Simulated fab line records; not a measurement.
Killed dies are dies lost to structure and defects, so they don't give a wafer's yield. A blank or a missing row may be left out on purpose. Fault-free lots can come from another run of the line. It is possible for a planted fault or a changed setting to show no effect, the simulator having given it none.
A lot that was struck, set against a sound lot    flow ritCmos    18 steps out of a route of 202
Sound: wafers L997.4, L997.5, L997.6. The struck wafers were L108.1, L108.5, L108.6. At the end, the cause is stated.
At each step with rows: each side's tool, then ch and its chambers, then its first start. Under that, the readings that differ: sound wafers    struck wafers    difference of the means    sigmas: that difference in standard deviations of wafers without a fault.
alike: same words and numbers on both sides, and readings whose means sit less than 2 such deviations apart. not compared: any withheld reading, any reading some wafer has no value for, any bound like >300 that may hide the same value, and any number with overlapping values for which the record gives no deviation.
The two part at a step that has a row with sigmas, a row that says differs or no value, or rows on one side only. Non-overlapping numbers with no deviation appear without sigmas and do not part them. A reading that every wafer of one side lacks parts them only if that side has two wafers or more.

RIT_M1_SPUTTER_00: material Al, target thk 400 nm, time 500 s.
  struck on pvdSputter-02, day 7 08:39; sound on pvdSputter-01, day 5 04:35
  alike: chamberPressurePa, throttleValvePct
RIT_M1_RS_MEAS_01: a four-point-probe measurement.
  struck on filmMetro-02, day 7 08:56; sound on filmMetro-03, day 5 04:56
  alike: M1_AL_RS
RIT_M1_THK_MEAS_02: measures by xrf.
  struck on filmMetro-02, day 7 09:04; sound on filmMetro-03, day 5 05:02
  alike: M1_AL_THK
then, 6 steps without rows for these wafers: RIT_M1_HMDS_03 (prime time 60 s); RIT_M1_COAT_04 (resist thk 1300 nm); RIT_M1_SOFTBAKE_05 (time 60 s); RIT_M1_EXPOSE_06 (exposes mask M12, target cd 2600 nm); RIT_M1_PEB_07; RIT_M1_DEVELOP_08 (develop time 68 s).
RIT_M1_CD_MEAS_09: target cd 2600 nm.
  struck on cdSem-02, day 7 10:00; sound on cdSem-01, day 5 06:08
  alike: cdNm
RIT_M1_OVL_MEAS_10:
  struck on overlay-02, day 7 10:07; sound on overlay-01, day 5 06:12
reading      sound          struck       difference  sigmas
M1_OVL (nm)  -1.2 0.3 -0.5  2.2 3.2 4.1  +3.6        +3
then, 1 step without rows for these wafers: RIT_M1_HARDBAKE_11 (time 120 s).
RIT_M1_METAL_ETCH_12: etches Al in Cl2/BCl3, stops on SiO2, time 165 s, target depth 600 nm.
  sound on rieMetal-01 ch 0,1, day 5 06:32; struck on rieMetal-01 ch 0,1, day 7 10:25
reading                                 sound              struck             difference  sigmas
rfFwdPowerW (W)                         249.8 248.5 249.4  219.9 219.3 217.9  -30.2       -41
model.NOVOLAK_of_M1_COAT_04.thkNm (nm)  816.8 817.1 808.9  850.9 850.2 849.7  +36.0       
  alike: drypumpMotorCurrentA, heBacksideLeakSccm, oesProductAu, throttleValvePct
  not compared: rfHoursCounterH
then, 1 step without rows for these wafers: RIT_M1_STRIP_13 (strips in nmp, time 600 s).
RIT_M1_STRIP_14: strips in O2, time 180 s.
  sound on plasmaAsher-01 ch 0,1, day 5 06:52; struck on plasmaAsher-02 ch 0,1, day 7 10:44
  alike: drypumpMotorCurrentA, rfReflPowerW
  not compared: rfHoursCounterH
RIT_M1_CD_MEAS_90: target cd 2600 nm.
  struck on cdSem-02, day 7 10:55; sound on cdSem-02, day 5 07:02
  alike: cdNm
then, 1 step without rows for these wafers: RIT_M1_ANNEAL_15 (time 1800 s).
RIT_M1_PROBE_99:
  struck on prober-01, day 7 12:40; sound on prober-02, day 5 08:55
  alike: defectLimitedYield, killedAtContacts, killedAtFrontEnd, killedDies, killedOpen, killedShort, sort_bin_3_pad_short, sort_bin_5_function, sort_bin_6_memory, sortNPass, sortYieldPct
  not compared: model.etest.antennaM1.vtShiftV

== WHERE THEY PART ==
Last at RIT_M1_METAL_ETCH_12 as far as this record goes, first at RIT_M1_OVL_MEAS_10. Later steps at which nothing parts them and some readings are alike: RIT_M1_STRIP_14, RIT_M1_CD_MEAS_90, RIT_M1_PROBE_99.

WHY: what the simulator had put in
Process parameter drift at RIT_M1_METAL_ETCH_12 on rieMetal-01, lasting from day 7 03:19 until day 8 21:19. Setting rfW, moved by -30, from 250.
